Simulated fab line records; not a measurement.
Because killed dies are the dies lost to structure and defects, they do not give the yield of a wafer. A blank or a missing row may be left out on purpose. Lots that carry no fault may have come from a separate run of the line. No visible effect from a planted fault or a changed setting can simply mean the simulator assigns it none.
2 desks, one fault :: flow rit cmos :: every desk sees just its own numbers, and what lay behind them comes last

## FROM THE METROLOGY DESK
What the gauges read, lot by lot, whatever tool the lot ran on: means of the sampled wafers that have a number. The brackets show how far a lot's mean lies from the usual mean; more than 4 standard deviations puts the lot out of limits, marked OUT.
Columns: A = PRETRO_OVL at RIT_PRETRO_OVL_MEAS_06, usual 0.3 nm
lot: L700
first seen here: day 2 06:57
A: 1.2

lot: L701
first seen here: day 2 13:00
A: -0.6

lot: L702
first seen here: day 2 19:36
A: 1.6

lot: L703
first seen here: day 3 00:26
A: 2.0

lot: L704
first seen here: day 3 06:50
A: 0.2

lot: L705
first seen here: day 3 10:36
A: 1.1

lot: L706
first seen here: day 3 13:45
A: 0.1

lot: L707
first seen here: day 3 19:32
A: -0.0

lot: L709
first seen here: day 4 04:28
A: 2.3

lot: L712
first seen here: day 4 19:30
A: 0.2

lot: L713
first seen here: day 4 23:50
A: -0.0

lot: L714
first seen here: day 5 05:45
A: -0.5

lot: L717
first seen here: day 5 19:33
A: 0.2

lot: L719
first seen here: day 6 06:02
A: 0.5
This desk's verdict: no lot among the 14 shows anything out of limits.

## THE TOOL OWNER'S DESK: rie si-01
The tool's own readings at RIT_GATE_ETCH_19 (etches poly-Si in SF6/CHF3/O2, stops on SiO2, time 165 s, target depth 312.5 nm): means of the sampled wafers that have a number, for each lot that ran on this tool. The brackets show how far a lot's mean lies from the usual mean; more than 4 standard deviations puts the lot out of limits, marked OUT.
Columns: A = SF6_flow_sccm at RIT_GATE_ETCH_19, usual 30.02 sccm; B = drypump motor current A at RIT_GATE_ETCH_19, usual 5.8 A; C = he backside leak sccm at RIT_GATE_ETCH_19, usual 2.6 sccm; D = oes product au at RIT_GATE_ETCH_19, usual 0.857 a.u.; E = throttle valve pct at RIT_GATE_ETCH_19, usual 10.24 %
lot: L701
first seen here: day 2 21:38
A: 30.07
B: 5.5
C: 2.5
D: 0.856
E: 10.14

lot: L703
first seen here: day 3 07:22
A: 30.01
B: 5.8
C: 2.7
D: 0.856
E: 10.19

lot: L705
first seen here: day 3 16:28
A: 30.04
B: 5.8
C: 2.8
D: 0.854
E: 10.20

lot: L707
first seen here: day 4 04:04
A: 29.92
B: 5.6
C: 3.2
D: 0.873
E: 10.28

lot: L709
first seen here: day 4 10:13
A: 30.00
B: 5.5
C: 2.5
D: 0.858
E: 10.11

lot: L713
first seen here: day 5 05:50
A: 30.00
B: 5.7
C: 2.6
D: 0.855
E: 10.02

lot: L717
first seen here: day 6 01:26
A: 30.04
B: 5.8
C: 2.7
D: 0.745 (-10) OUT
E: 10.24

lot: L719
first seen here: day 6 13:29
A: 29.92
B: 5.4
C: 2.3
D: 0.739 (-11) OUT
E: 10.15
This desk's verdict: out of limits on L717, L719, starting with L717 at day 6 01:26 (oes product au at RIT_GATE_ETCH_19). L701, L703, L705, L707, L709, L713: within limits.

## PUT TOGETHER
The tool owner's desk had the chance to raise an alarm at day 6 01:26 on L717, L719.
Nothing out of limits was seen by the metrology desk.
The metrology desk holds a record of L717, L719, inside its limits.
Of the lots named, all ran RIT_GATE_ETCH_19 on rie si-01.

## WHAT THE SIMULATOR HAD INSERTED
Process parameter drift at RIT_GATE_ETCH_19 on rie si-01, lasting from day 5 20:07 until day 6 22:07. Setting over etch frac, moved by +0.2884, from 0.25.
Shown lots that were struck: L717, L719.
Each desk's first reading out of limits, in hours after the fault started: the tool owner's desk, 5.
